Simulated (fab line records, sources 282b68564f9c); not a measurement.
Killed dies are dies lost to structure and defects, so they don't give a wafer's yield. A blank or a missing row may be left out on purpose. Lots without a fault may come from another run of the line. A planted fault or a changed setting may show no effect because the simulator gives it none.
Problem report in the 8D (eight disciplines) form, filled by code | flow rit_cmos | the parts of the form that need people (team, actions taken, sign-off) are left out

1. THE PROBLEM
cd_nm at RIT_M1_CD_MEAS_90 reads a mean of 2557.6 nm on 5 wafers of 2 lots; wafers without a fault read 2598.8 nm with a standard deviation of 3. That is -14 standard deviations from the usual mean.
The step: target cd 2600 nm.
First seen on wafer L566.4, day 5 09:02, on cd_sem-01. The record holds 41 wafers of 14 lots with a number at this step. Rule for "out", or "out of limits": more than 4 standard deviations from the usual mean. The other wafers with a number count as sound.

2. WHAT IT IS AND WHAT IT IS NOT
question                    | is                     | is not
which readings at this step | cd_nm                  | -
which lots                  | L566, L569             | L556, L557, L559, L560, L562, L563, L570, L571, L573, L575, L577, L578
which wafers of those lots  | all that have a number | -
read on which gauges        | cd_sem-01              | cd_sem-02
when                        | from day 5 09:02       | up to then (18 sound wafers); but 18 sound wafers of L570, L571, L573, L575, L577, L578 came after

3. SUSPECTS, AND WHAT RULES EACH OUT
Counting: a tool at a process step up to the reading stays a suspect if it ran every lot that is out and no sound lot after the first of them.
- the gauge at RIT_M1_CD_MEAS_90: ruled out. All the wafers that are out were read on cd_sem-01, but those of them that RIT_M1_METAL_ETCH_12 has rows for are out there too, on other tools.
- rie_metal-01 at RIT_M1_METAL_ETCH_12 (etches Al in Cl2/BCl3, stops on SiO2, time 165 s, target depth 600 nm): kept. It ran every lot that is out, first L566 (day 5 08:31), and no sound lot after that; its last sound lot up to then is L563 (day 4 18:37). Its own readings are out on those wafers: rf_fwd_power_W.
Left after counting: rie_metal-01 at RIT_M1_METAL_ETCH_12.

4. THE CAUSE (what the simulator had put in)
Process parameter drift: rie_metal-01, from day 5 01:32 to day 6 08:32, at RIT_M1_METAL_ETCH_12. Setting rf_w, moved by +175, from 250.
Counting left only this tool.

5. THE CHAIN OF EFFECTS, in route order
Each row: a reading whose mean over the struck wafers that have a number lies more than 3 standard deviations from the usual. Only readings for which the record gives a usual standard deviation are gone through. hours: the time from each lot's start at the first step in this table that gives one to its start at this step, as a median over the lots. sigmas: the change in usual standard deviations.
hours | step                 | reading        | usual     | on struck wafers | change | sigmas
0     | RIT_M1_METAL_ETCH_12 | rf_fwd_power_W | 249.0 W   | 424.2            | +175.2 | +99 or more
1     | RIT_M1_CD_MEAS_90    | cd_nm          | 2598.8 nm | 2557.6           | -41.2  | -14
The process steps in it:
- RIT_M1_METAL_ETCH_12: etches Al in Cl2/BCl3, stops on SiO2, time 165 s, target depth 600 nm.

6. WHAT WOULD HAVE CAUGHT IT SOONER
In this record the first reading out of limits at a measuring or inspecting step was taken at day 5 09:02, 8 hours after the fault began at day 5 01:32.
The tool's own readings at RIT_M1_METAL_ETCH_12 were out on every struck wafer that the step has a row for (rf_fwd_power_W): an alarm limit on them would have fired on the first of those.
Of the lots that are out (2), L569 began RIT_M1_METAL_ETCH_12 on rie_metal-01 after day 5 09:02. A hold on the tool at that time would have spared it.
